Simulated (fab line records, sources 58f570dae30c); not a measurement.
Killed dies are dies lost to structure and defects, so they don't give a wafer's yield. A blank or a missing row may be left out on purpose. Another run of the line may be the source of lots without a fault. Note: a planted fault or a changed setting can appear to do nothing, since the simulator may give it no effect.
Matching of chambers + flow berkeley cmos170 + cmp-02 running UCB170_V1_CMP_02: 4 sister chambers
The step polishes SiO2. 14 wafers are shown with their chamber, then 7 later ones without.

## WAFERS PAIRED WITH THEIR CHAMBERS
| wafer  | chamber | motor current A (A) |
|--------|---------|---------------------|
| L378.1 | 2       | 16.2                |
| L378.3 | 1       | 16.8                |
| L378.6 | 0       | 19.8                |
| L379.1 | 2       | 16.0                |
| L379.2 | 1       | 15.3                |
| L379.4 | 3       | 16.7                |
| L382.4 | 1       | 15.9                |
| L382.5 | 2       | 15.7                |
| L382.6 | 3       | 16.4                |
| L383.3 | 0       | 18.2                |
| L383.4 | 1       | 15.4                |
| L383.5 | 0       | 19.0                |
| L386.2 | 3       | 16.9                |
| L386.4 | 0       | 19.3                |

SIGNATURES (means of the wafers above)
| reading         | chamber 0 | chamber 1 | chamber 2 | chamber 3 | scatter within a chamber |
|-----------------|-----------|-----------|-----------|-----------|--------------------------|
| motor current A | 19.075    | 15.850    | 15.967    | 16.667    | 0.549                    |
Rule: for a wafer and a chamber, the distance is found by dividing, reading by reading, the gap between the wafer's reading and the chamber's mean by the reading's scatter, squaring, summing and taking the root. If the next closest chamber is less than 2 further off than the closest, the wafer can't be placed; otherwise it belongs to the closest. The scatter: take each reading less its chamber's mean, square it, sum over the shown wafers, divide by the number of wafers less the number of chambers, and take the root.

## WAFERS WITH NO CHAMBER GIVEN
| wafer  | motor current A (A) |
|--------|---------------------|
| L386.5 | 17.9                |
| L390.1 | 18.8                |
| L390.2 | 15.8                |
| L390.4 | 16.4                |
| L401.2 | 18.5                |
| L401.4 | 16.1                |
| L401.5 | 18.8                |

## THE CHAMBER EACH PASSED THROUGH
| wafer  | from the rows above               | in truth |
|--------|-----------------------------------|----------|
| L386.5 | can't be placed: 0 or 3 or 2 or 1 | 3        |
| L390.1 | 0                                 | 0        |
| L390.2 | can't be placed: 1 or 2 or 3      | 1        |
| L390.4 | can't be placed: 3 or 2 or 1      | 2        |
| L401.2 | 0                                 | 0        |
| L401.4 | can't be placed: 2 or 1 or 3      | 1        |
| L401.5 | 0                                 | 0        |
Correct placement for 3 of the 7. Unplaceable from these rows: 4, with the true chamber sitting among the candidates in 4. Number placed wrongly: 0.
